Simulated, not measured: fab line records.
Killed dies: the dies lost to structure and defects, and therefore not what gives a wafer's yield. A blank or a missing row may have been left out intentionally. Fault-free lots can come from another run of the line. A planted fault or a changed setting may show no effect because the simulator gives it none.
fab line records | flow ritCmos
[record] lots = 15 wafers = 45 lastDay = 7
route steps=202 shown PRETRO@70 GATE@85 NSD@139 M1@202
lots untouched by any fault: they come from a run of this same line in which no faults occurred
startH: start of the lot's first displayed wafer, in hours after the record's first day | waitH: how many hours have passed since the lot's step before this one | " repeats the value in the row above | L1.1+2: a row that stands for several wafers | - no value, or no start was given | * or withheld: withheld | < > ~ a bound
route shown NAME@n: NAME is a module with steps in the file, n the number in the route of the first one | usual: mean/standard deviation taken from wafers without a fault | same: alike in all rows | chamber/n: place in a boat | sites: per-site readings | _std_site: their standard deviation | _edge_site: inner sites' mean taken away from outer sites' mean | radiusMm: how far each site lies from the wafer's centre | mask NAME#n: copy n | behind: tool/chamber where the wafer was last shaped | hold: the reason the lot was held/the length of the hold in hours/how it ended | device: whichever transistor did not switch (one of n, p or np) | end of line: the same wafers' tests at the end of the route | a step with no rows: only its recipe | killed: count of dies lost to structure and defects at first sort (not the wafer's yield) | map: shows each die of a wafer: x if killed, . if not, _ if none is there
set.NAME: the setting that was run; set.NAME@STEP: the one run at that earlier step | model.NAME: the simulator's own value behind a step, which no gauge read
a sample of lots followed through the steps of the route, with each step as a table and each wafer as a row
services: a tool's chamber out of use, with start hour (startH, from the record's first day; less than 0 if before it), hours out, and reason
[[steps]]
[step RIT_PRETRO_OVL_MEAS_06]
[usual] PRETRO_OVL = 1.0/1.3
// columns lot.wafer tool chamber startH waitH PRETRO_OVL[nm]
L826.3 overlay-02 - 31.09 - -0.6
L826.4 " - " " -2.2
L826.5 " - " " 1.2
L828.1 overlay-01 - 40.67 - 2.3
L828.2 " - " " 2.6
L828.6 " - " " 0.9
L829.1 overlay-01 - 46.05 - 0.6
L829.3 " - " " -1.9
L829.5 " - " " -1.2
L831.1 overlay-02 - 56.50 - 2.8
L831.2 " - " " 0.8
L831.6 " - " " 0.5
L832.3 overlay-02 - 60.80 - 0.7
L832.4 " - " " 1.0
L832.6 " - " " 2.2
L833.1 overlay-01 - 66.22 - 4.6
L833.5 " - " " 3.7
L833.6 " - " " 2.7
L834.2 overlay-02 - 70.50 - 1.9
L834.3 " - " " 2.1
L834.4 " - " " 3.3
L835.4 overlay-02 - 76.87 - 1.4
L835.5 " - " " 2.6
L835.6 " - " " 1.7
L836.2 overlay-02 - 80.68 - -0.6
L836.3 " - " " -0.8
L836.5 " - " " 0.7
L838.3 overlay-01 - 90.67 - 1.7
L838.4 " - " " 0.7
L838.5 " - " " -0.9
L839.1 overlay-02 - 95.63 - 1.2
L839.2 " - " " 1.8
L839.6 " - " " 1.9
L840.1 overlay-01 - 101.46 - 1.7
L840.2 " - " " 0.2
L840.6 " - " " 1.5
L843.4 overlay-02 - 117.12 - 1.2
L843.5 " - " " 2.0
L843.6 " - " " 0.1
L848.4 overlay-01 - 141.23 - 1.1
L848.5 " - " " 0.0
L848.6 " - " " 1.1
L849.2 overlay-02 - 145.93 - 0.0
L849.4 " - " " 1.4
L849.5 " - " " 0.8
[step RIT_GATE_THK_MEAS_09]
[recipe] reads = poly-Si_of_GATE_CVD_08
[usual] GATE_POLY_THK = 250.6/2.7
// columns lot.wafer tool chamber startH waitH GATE_POLY_THK[nm]
L826.3 filmMetro-02 - 35.57 0.0 250.1
L826.4 " - " " 252.1
L826.5 " - " " 251.6
L828.1 filmMetro-03 - 45.06 0.0 251.3
L828.2 " - " " 250.2
L828.6 " - " " 254.4
L829.1 filmMetro-02 - 50.72 0.0 253.0
L829.3 " - " " 252.9
L829.5 " - " " 253.7
L831.1 filmMetro-03 - 60.67 0.0 247.5
L831.2 " - " " 246.4
L831.6 " - " " 249.1
L832.3 filmMetro-01 - 64.97 0.0 252.6
L832.4 " - " " 251.7
L832.6 " - " " 252.9
L833.1 filmMetro-03 - 70.40 0.0 246.3
L833.5 " - " " 246.1
L833.6 " - " " 246.8
L834.2 filmMetro-01 - 75.29 0.0 246.7
L834.3 " - " " 249.6
L834.4 " - " " 247.0
L835.4 filmMetro-03 - 82.09 0.0 246.3
L835.5 " - " " 246.5
L835.6 " - " " 246.5
L836.2 filmMetro-01 - 85.16 0.0 253.3
L836.3 " - " " 254.8
L836.5 " - " " 253.8
L838.3 filmMetro-03 - 96.68 0.0 250.0
L838.4 " - " " 250.5
L838.5 " - " " 249.6
L839.1 filmMetro-01 - 100.61 0.0 251.6
L839.2 " - " " 249.9
L839.6 " - " " 249.4
L840.1 filmMetro-03 - 106.02 0.0 251.0
L840.2 " - " " 251.9
L840.6 " - " " 249.8
L843.4 filmMetro-02 - 121.28 0.0 253.4
L843.5 " - " " 253.0
L843.6 " - " " 254.1
L848.4 filmMetro-03 - 145.39 0.0 254.2
L848.5 " - " " 254.5
L848.6 " - " " 254.2
L849.2 filmMetro-03 - 150.25 0.0 253.4
L849.4 " - " " 252.2
L849.5 " - " " 252.3
[step RIT_GATE_CD_MEAS_90]
[recipe] targetCdNm = 150
[usual] cdNm = 149.2/2.7
// columns lot.wafer tool chamber startH waitH cdNm
L826.3 cdSem-01 - 37.14 0.1 151.8
L826.4 " - " " 151.1
L826.5 " - " " 151.1
L828.1 cdSem-01 - 46.74 0.1 150.9
L828.2 " - " " 150.0
L828.6 " - " " 151.2
L829.1 cdSem-01 - 52.35 0.1 144.8
L829.3 " - " " 147.4
L829.5 " - " " 146.5
L831.1 cdSem-02 - 62.16 0.1 154.3
L831.2 " - " " 155.0
L831.6 " - " " 155.8
L832.3 cdSem-02 - 66.49 0.1 149.7
L832.4 " - " " 147.4
L832.6 " - " " 149.0
L833.1 cdSem-02 - 71.90 0.1 150.3
L833.5 " - " " 149.6
L833.6 " - " " 149.3
L834.2 cdSem-02 - 77.19 0.1 149.2
L834.3 " - " " 148.6
L834.4 " - " " 147.2
L835.4 cdSem-02 - 83.75 0.1 145.9
L835.5 " - " " 147.2
L835.6 " - " " 148.7
L836.2 cdSem-01 - 86.67 0.1 150.2
L836.3 " - " " 148.3
L836.5 " - " " 147.1
L838.3 cdSem-01 - 98.20 0.1 149.8
L838.4 " - " " 148.4
L838.5 " - " " 147.5
L839.1 cdSem-01 - 102.21 0.1 154.2
L839.2 " - " " 153.6
L839.6 " - " " 153.4
L840.1 cdSem-01 - 107.52 0.1 145.6
L840.2 " - " " 148.2
L840.6 " - " " 148.2
L843.4 cdSem-01 - 123.00 0.1 150.3
L843.5 " - " " 151.1
L843.6 " - " " 151.3
L848.4 cdSem-02 - 147.04 0.1 148.5
L848.5 " - " " 146.1
L848.6 " - " " 145.9
L849.2 cdSem-01 - 151.76 0.1 146.6
L849.4 " - " " 146.3
L849.5 " - " " 146.6
[step RIT_NSD_IMPLANT_08]
[recipe] species = P energyKev = 25 doseCm2 = 1e+15 tiltDeg = 7
[same] implantIonAmu = 31
// columns lot.wafer tool chamber startH waitH
L826.3+4+5 implanter-03 0 48.05 0.1
L828.1+2+6 implanter-04 0 56.89 0.1
L829.1+3+5 implanter-04 0 61.97 0.1
L831.1+2+6 implanter-02 0 72.98 0.1
L832.3+4+6 implanter-04 0 77.37 0.1
L833.1+5+6 implanter-02 0 81.82 0.1
L834.2+3+4 implanter-03 0 88.68 0.1
L835.4+5+6 implanter-02 0 93.57 0.1
L836.2+3+5 implanter-04 0 96.39 0.1
L838.3+4+5 implanter-02 0 109.80 0.1
L838.3+4+5 implanter-02 0 110.12 0.3
L839.1+2+6 implanter-03 0 112.02 0.1
L840.1+2+6 implanter-04 0 117.63 0.1
L840.1+2+6 implanter-04 0 117.94 0.3
L843.4+5+6 implanter-02 0 133.07 0.1
L848.4+5+6 implanter-02 0 157.44 0.1
L848.4+5+6 implanter-02 0 157.76 0.3
L849.2+4+5 implanter-03 0 161.74 0.1
[step RIT_NSD_TW_MEAS_10]
[usual] NSD_TW = 3135/17
// columns lot.wafer tool chamber startH waitH NSD_TW
L826.3 filmMetro-04 - 48.35 0.1 3160
L826.4 " - " " 3160
L826.5 " - " " 3148
L828.1 filmMetro-02 - 57.21 0.1 3119
L828.2 " - " " 3127
L828.6 " - " " 3113
L829.1 filmMetro-01 - 62.30 0.1 3149
L829.3 " - " " 3147
L829.5 " - " " 3138
L831.1 filmMetro-02 - 73.30 0.1 3144
L831.2 " - " " 3139
L831.6 " - " " 3146
L832.3 filmMetro-04 - 77.66 0.1 3103
L832.4 " - " " 3098
L832.6 " - " " 3100
L833.1 filmMetro-01 - 82.14 0.1 3150
L833.5 " - " " 3165
L833.6 " - " " 3180
L834.2 filmMetro-01 - 88.99 0.1 3155
L834.3 " - " " 3166
L834.4 " - " " 3140
L835.4 filmMetro-02 - 93.85 0.1 3158
L835.5 " - " " 3142
L835.6 " - " " 3154
L836.2 filmMetro-04 - 96.70 0.1 3132
L836.3 " - " " 3133
L836.5 " - " " 3148
L838.3 filmMetro-01 - 110.70 0.1 3561
L838.4 " - " " 3556
L838.5 " - " " 3547
L839.1 filmMetro-02 - 112.35 0.1 3135
L839.2 " - " " 3148
L839.6 " - " " 3140
L840.1 filmMetro-01 - 118.27 0.1 3537
L840.2 " - " " 3543
L840.6 " - " " 3559
L843.4 filmMetro-04 - 133.35 0.1 3118
L843.5 " - " " 3119
L843.6 " - " " 3126
L848.4 filmMetro-02 - 158.04 0.1 3527
L848.5 " - " " 3543
L848.6 " - " " 3531
L849.2 filmMetro-02 - 162.05 0.1 3129
L849.4 " - " " 3137
L849.5 " - " " 3128
[step RIT_SDANNEAL_RS_MEAS_05]
[recipe] thkMeasGauge = four-point-probe
[usual] NSD_RS = 84.62/0.29
// columns lot.wafer tool chamber startH waitH NSD_RS[ohm/sq]
L826.3 filmMetro-01 - 50.54 0.1 84.21
L826.4 " - " " 84.29
L826.5 " - " " 84.78
L828.1 filmMetro-01 - 59.40 0.1 84.73
L828.2 " - " " 84.65
L828.6 " - " " 84.65
L829.1 filmMetro-02 - 64.46 0.1 84.91
L829.3 " - " " 85.00
L829.5 " - " " 84.87
L831.1 filmMetro-04 - 75.33 0.1 84.70
L831.2 " - " " 84.84
L831.6 " - " " 84.97
L832.3 filmMetro-02 - 79.85 0.1 84.74
L832.4 " - " " 84.79
L832.6 " - " " 84.82
L833.1 filmMetro-01 - 84.18 0.1 84.43
L833.5 " - " " 84.49
L833.6 " - " " 84.28
L834.2 filmMetro-04 - 91.21 0.1 84.48
L834.3 " - " " 84.64
L834.4 " - " " 84.72
L835.4 filmMetro-01 - 96.03 0.1 84.33
L835.5 " - " " 84.29
L835.6 " - " " 84.29
L836.2 filmMetro-02 - 99.03 0.1 84.27
L836.3 " - " " 84.26
L836.5 " - " " 84.15
L838.3 filmMetro-01 - 113.37 0.1 52.12
L838.4 " - " " 52.26
L838.5 " - " " 52.14
L839.1 filmMetro-02 - 114.37 0.1 84.78
L839.2 " - " " 84.45
L839.6 " - " " 84.59
L840.1 filmMetro-04 - 120.29 0.1 52.56
L840.2 " - " " 52.64
L840.6 " - " " 52.62
L843.4 filmMetro-04 - 135.53 0.1 84.86
L843.5 " - " " 85.01
L843.6 " - " " 84.87
L848.4 filmMetro-01 - 160.41 0.1 52.36
L848.5 " - " " 52.36
L848.6 " - " " 52.35
L849.2 filmMetro-01 - 164.08 0.1 84.42
L849.4 " - " " 84.65
L849.5 " - " " 84.69
[step RIT_M1_PROBE_99]
[usual] killed_at_M0_to_M3 = 0.0/0.12 killedAtContacts = 0.1/0.35 killedAtFrontEnd = 6.6/2.7 killedDies = 6.7/2.8 killedOnRim = 1.8/1.5 killedOpen = 3.4/2.1 killedShort = 3.3/1.8
[same] grossDies = 264 killed_at_M4_up = 0 killedAtBackSide = 0 killedAtOther = 0
// columns lot.wafer tool chamber startH waitH killed_at_M0_to_M3 killedAtContacts killedAtFrontEnd killedDies killedOnRim killedOpen killedShort
L826.3 prober-02 - 58.07 0.2 0 0 6 6 2 3 3
L826.4 prober-02 - 58.12 0.2 0 0 6 6 1 3 3
L826.5 prober-02 - 58.17 0.2 0 0 7 7 3 5 2
L828.1 prober-02 - 66.64 0.1 0 0 4 4 2 1 3
L828.2 prober-02 - 66.69 0.1 0 0 8 8 1 1 7
L828.6 prober-02 - 66.89 0.2 0 0 5 5 1 1 4
L829.1 prober-01 - 71.84 0.1 0 0 3 3 0 1 2
L829.3 prober-01 - 71.94 0.2 0 0 1 1 0 0 1
L829.5 prober-01 - 72.04 0.2 0 0 10 10 2 5 5
L831.1 prober-01 - 82.58 0.1 0 0 5 5 1 2 3
L831.2 prober-01 - 82.63 0.1 0 0 1 1 0 1 0
L831.6 prober-01 - 82.83 0.2 0 0 2 2 0 1 1
L832.3 prober-02 - 87.06 0.2 0 0 10 10 1 5 5
L832.4 prober-02 - 87.11 0.2 0 1 7 8 1 6 2
L832.6 prober-02 - 87.21 0.2 0 0 10 10 2 3 7
L833.1 prober-01 - 91.45 0.1 0 0 10 10 3 7 3
L833.5 prober-01 - 91.65 0.2 0 0 3 3 0 1 2
L833.6 prober-01 - 91.70 0.2 0 0 8 8 2 2 6
L834.2 prober-02 - 98.73 0.1 0 0 5 5 1 2 3
L834.3 prober-02 - 98.78 0.2 0 0 7 7 3 5 2
L834.4 prober-02 - 98.83 0.2 0 0 6 6 3 1 5
L835.4 prober-01 - 103.82 0.2 0 0 8 8 4 7 1
L835.5 prober-01 - 103.87 0.2 0 0 5 5 1 4 1
L835.6 prober-01 - 103.92 0.2 0 1 12 13 2 8 5
L836.2 prober-02 - 106.46 0.1 0 0 3 3 2 1 2
L836.3 prober-02 - 106.51 0.2 0 0 11 11 3 3 8
L836.5 prober-02 - 106.61 0.2 0 0 3 3 1 2 1
L839.1 prober-01 - 121.77 0.1 0 0 10 10 1 5 5
L839.2 prober-01 - 121.82 0.1 0 0 11 11 2 5 6
L839.6 prober-01 - 122.02 0.2 0 0 8 8 3 4 4
L838.3 prober-02 - 122.74 0.2 0 0 8 8 5 4 4
L838.4 prober-02 - 122.79 0.2 1 0 2 3 0 0 3
L838.5 prober-02 - 122.84 0.2 0 0 10 10 1 8 2
L840.1 prober-02 - 128.67 0.1 0 0 6 6 2 4 2
L840.2 prober-02 - 128.72 0.1 0 0 8 8 1 4 4
L840.6 prober-02 - 128.92 0.2 0 0 4 4 0 1 3
L843.4 prober-01 - 143.04 0.2 0 0 9 9 1 6 3
L843.5 prober-01 - 143.09 0.2 0 0 6 6 3 4 2
L843.6 prober-01 - 143.14 0.2 0 0 4 4 1 3 1
L849.2 prober-01 - 172.76 0.1 0 0 8 8 1 5 3
L849.4 prober-01 - 172.86 0.2 0 0 9 9 4 5 4
L849.5 prober-01 - 172.91 0.2 0 0 10 10 2 5 5
L848.4 prober-02 - 174.68 0.2 0 0 2 2 0 1 1
L848.5 prober-02 - 174.73 0.2 0 0 4 4 1 3 1
L848.6 prober-02 - 174.78 0.2 0 0 11 11 3 8 3
// killed by level:class
L826.3 GATE:geometricParticle:short=2 FOX1:geometricParticle:open=1 GATE:geometricParticle:open=1 SILICIDE:geometricParticle:short=1 SILICIDE:geometricParticle:open=1
L826.4 GATE:geometricParticle:open=2 REOX:geometricParticle:short=2 SPACER:geometricParticle:open=1 SILICIDE:geometricParticle:short=1
L826.5 GATE:geometricParticle:open=3 FOX1:geometricParticle:open=1 GATE:geometricParticle:short=1 REOX:geometricParticle:open=1 SPACER:geometricParticle:short=1
L828.1 FOX1:geometricParticle:short=1 GATE:geometricParticle:open=1 REOX:geometricParticle:short=1 SILICIDE:geometricParticle:short=1
L828.2 REOX:geometricParticle:short=4 FOX1:geometricParticle:short=2 GATE:geometricParticle:short=1 GATE:geometricParticle:open=1
L828.6 FOX1:geometricParticle:short=2 GATE:geometricParticle:short=1 GATE:geometricParticle:open=1 SPACER:geometricParticle:short=1
L829.1 REOX:geometricParticle:short=2 REOX:geometricParticle:open=1
L829.3 SILICIDE:geometricParticle:short=1
L829.5 GATE:geometricParticle:short=2 SPACER:geometricParticle:open=2 SILICIDE:geometricParticle:short=2 FOX2:geometricParticle:open=1 GATE:geometricParticle:open=1 SPACER:geometricParticle:short=1 SILICIDE:geometricParticle:open=1
L831.1 GATE:geometricParticle:short=2 FOX2:geometricParticle:open=1 FOX2:geometricParticle:short=1 REOX:geometricParticle:open=1
L831.2 FOX1:geometricParticle:open=1
L831.6 FOX2:geometricParticle:open=1 SILICIDE:geometricParticle:short=1
L832.3 GATE:geometricParticle:open=3 REOX:geometricParticle:open=2 SILICIDE:geometricParticle:short=2 FOX1:geometricParticle:short=1 GATE:geometricParticle:short=1 REOX:geometricParticle:short=1
L832.4 GATE:geometricParticle:open=2 REOX:geometricParticle:open=2 GATE:geometricParticle:short=1 REOX:geometricParticle:short=1 SPACER:geometricParticle:open=1 CONTACT:geometricParticle:open=1
L832.6 SPACER:geometricParticle:short=5 FOX1:geometricParticle:short=2 FOX1:geometricParticle:open=1 FOX2:geometricParticle:open=1 SILICIDE:geometricParticle:open=1
L833.1 SILICIDE:geometricParticle:open=4 FOX1:geometricParticle:open=2 FOX1:geometricParticle:short=1 FOX2:geometricParticle:short=1 GATE:geometricParticle:open=1 SILICIDE:geometricParticle:short=1
L833.5 FOX1:geometricParticle:short=1 GATE:geometricParticle:open=1 SPACER:geometricParticle:short=1
L833.6 FOX1:geometricParticle:short=2 GATE:geometricParticle:short=2 FOX1:geometricParticle:open=1 REOX:geometricParticle:short=1 REOX:geometricParticle:open=1 SPACER:geometricParticle:short=1
L834.2 GATE:geometricParticle:open=1 REOX:geometricParticle:short=1 SPACER:geometricParticle:short=1 SILICIDE:geometricParticle:short=1 SILICIDE:geometricParticle:open=1
L834.3 FOX1:geometricParticle:open=3 GATE:geometricParticle:open=2 FOX1:geometricParticle:short=1 GATE:geometricParticle:short=1
L834.4 GATE:geometricParticle:short=4 GATE:geometricParticle:open=1 SILICIDE:geometricParticle:short=1
L835.4 GATE:geometricParticle:open=4 FOX1:geometricParticle:open=2 GATE:geometricParticle:short=1 SPACER:geometricParticle:open=1
L835.5 GATE:geometricParticle:open=2 FOX1:geometricParticle:open=1 GATE:geometricParticle:short=1 SPACER:geometricParticle:open=1
L835.6 GATE:geometricParticle:open=3 GATE:geometricParticle:short=3 FOX1:geometricParticle:open=2 FOX2:geometricParticle:short=1 REOX:geometricParticle:open=1 SPACER:geometricParticle:short=1 SILICIDE:geometricParticle:open=1 CONTACT:geometricParticle:open=1
L836.2 GATE:geometricParticle:short=1 GATE:geometricParticle:open=1 REOX:geometricParticle:short=1
L836.3 SPACER:geometricParticle:short=4 GATE:geometricParticle:short=3 SPACER:geometricParticle:open=2 REOX:geometricParticle:short=1 REOX:geometricParticle:open=1
L836.5 GATE:geometricParticle:open=2 REOX:geometricParticle:short=1
L839.1 SPACER:geometricParticle:short=4 SPACER:geometricParticle:open=2 FOX1:geometricParticle:short=1 FOX2:geometricParticle:open=1 GATE:geometricParticle:open=1 REOX:geometricParticle:open=1
L839.2 FOX1:geometricParticle:short=2 FOX1:geometricParticle:open=2 FOX2:geometricParticle:open=1 GATE:geometricParticle:short=1 REOX:geometricParticle:short=1 REOX:geometricParticle:open=1 SPACER:geometricParticle:short=1 SILICIDE:geometricParticle:open=1
L839.6 FOX1:geometricParticle:short=2 GATE:geometricParticle:open=2 GATE:geometricParticle:short=2 FOX1:geometricParticle:open=1 FOX2:geometricParticle:open=1
L838.3 GATE:geometricParticle:open=4 SILICIDE:geometricParticle:short=2 REOX:geometricParticle:short=1 SPACER:geometricParticle:short=1
L838.4 GATE:geometricParticle:short=1 SILICIDE:geometricParticle:short=1 M1:geometricParticle:short=1
L838.5 GATE:geometricParticle:open=4 FOX2:geometricParticle:open=1 FOX2:geometricParticle:short=1 GATE:geometricParticle:short=1 REOX:geometricParticle:open=1 SPACER:geometricParticle:open=1 SILICIDE:geometricParticle:open=1
L840.1 SILICIDE:geometricParticle:open=2 FOX1:geometricParticle:short=1 FOX2:geometricParticle:open=1 GATE:geometricParticle:open=1 REOX:geometricParticle:short=1
L840.2 GATE:geometricParticle:short=3 REOX:geometricParticle:open=2 FOX2:geometricParticle:short=1 GATE:geometricParticle:open=1 SILICIDE:geometricParticle:open=1
L840.6 FOX1:geometricParticle:short=1 GATE:geometricParticle:open=1 GATE:geometricParticle:short=1 SPACER:geometricParticle:short=1
L843.4 GATE:geometricParticle:open=6 GATE:geometricParticle:short=2 REOX:geometricParticle:short=1
L843.5 GATE:geometricParticle:open=2 REOX:geometricParticle:open=1 REOX:geometricParticle:short=1 SILICIDE:geometricParticle:open=1 SILICIDE:geometricParticle:short=1
L843.6 FOX1:geometricParticle:open=2 GATE:geometricParticle:short=1 SILICIDE:geometricParticle:open=1
L849.2 GATE:geometricParticle:open=3 FOX2:geometricParticle:short=2 FOX1:geometricParticle:short=1 FOX2:geometricParticle:open=1 REOX:geometricParticle:open=1
L849.4 GATE:geometricParticle:open=2 FOX1:geometricParticle:open=1 FOX1:geometricParticle:short=1 GATE:geometricParticle:short=1 REOX:geometricParticle:short=1 REOX:geometricParticle:open=1 SILICIDE:geometricParticle:short=1 SILICIDE:geometricParticle:open=1
L849.5 FOX1:geometricParticle:short=3 SPACER:geometricParticle:open=2 GATE:geometricParticle:short=1 GATE:geometricParticle:open=1 REOX:geometricParticle:open=1 SPACER:geometricParticle:short=1 SILICIDE:geometricParticle:open=1
L848.4 GATE:geometricParticle:short=1 GATE:geometricParticle:open=1
L848.5 FOX1:geometricParticle:open=2 GATE:geometricParticle:short=1 REOX:geometricParticle:open=1
L848.6 GATE:geometricParticle:open=7 FOX1:geometricParticle:short=1 GATE:geometricParticle:short=1 REOX:geometricParticle:open=1 SILICIDE:geometricParticle:short=1
[[services]]
// columns tool chamber startH hours kind
implanter-02 - 38.41 29.8 pm
implanter-02 - 77.14 0.8 repair
implanter-02 - 117.25 2.0 repair
implanter-04 - 133.56 2.4 repair
[[key]]
[firstSign] step = RIT_NSD_IMPLANT_08 reading = visit direction = added
[effect] step = RIT_NSD_TW_MEAS_10 reading = NSD_TW direction = up sigmas = 24 usual = 3135 struck = 3545
[effect] step = RIT_SDANNEAL_RS_MEAS_05 reading = NSD_RS direction = down sigmas = 99+ usual = 84.62 struck = 52.38
metAt RIT_NSD_IMPLANT_08
struckLots L838,L840,L848
testerLeftOut L838,L840,L848
notActingAt RIT_PRETRO_OVL_MEAS_06,RIT_GATE_THK_MEAS_09,RIT_GATE_CD_MEAS_90
[fault] kind = repeatedStepWhole tool = implanter-02,implanter-03,implanter-04 chamber = - onsetH = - steps = RIT_NSD_IMPLANT_08 times = 1 scope = struckLotsOnly
// testerLeftOut: of these lots the tester's yield and bins aren't shown, on N5 and GAA mostly nor the transistor test; their killed dies are dies lost to structure and defects alone, not to doping, threshold or leakage, so they don't give the yield
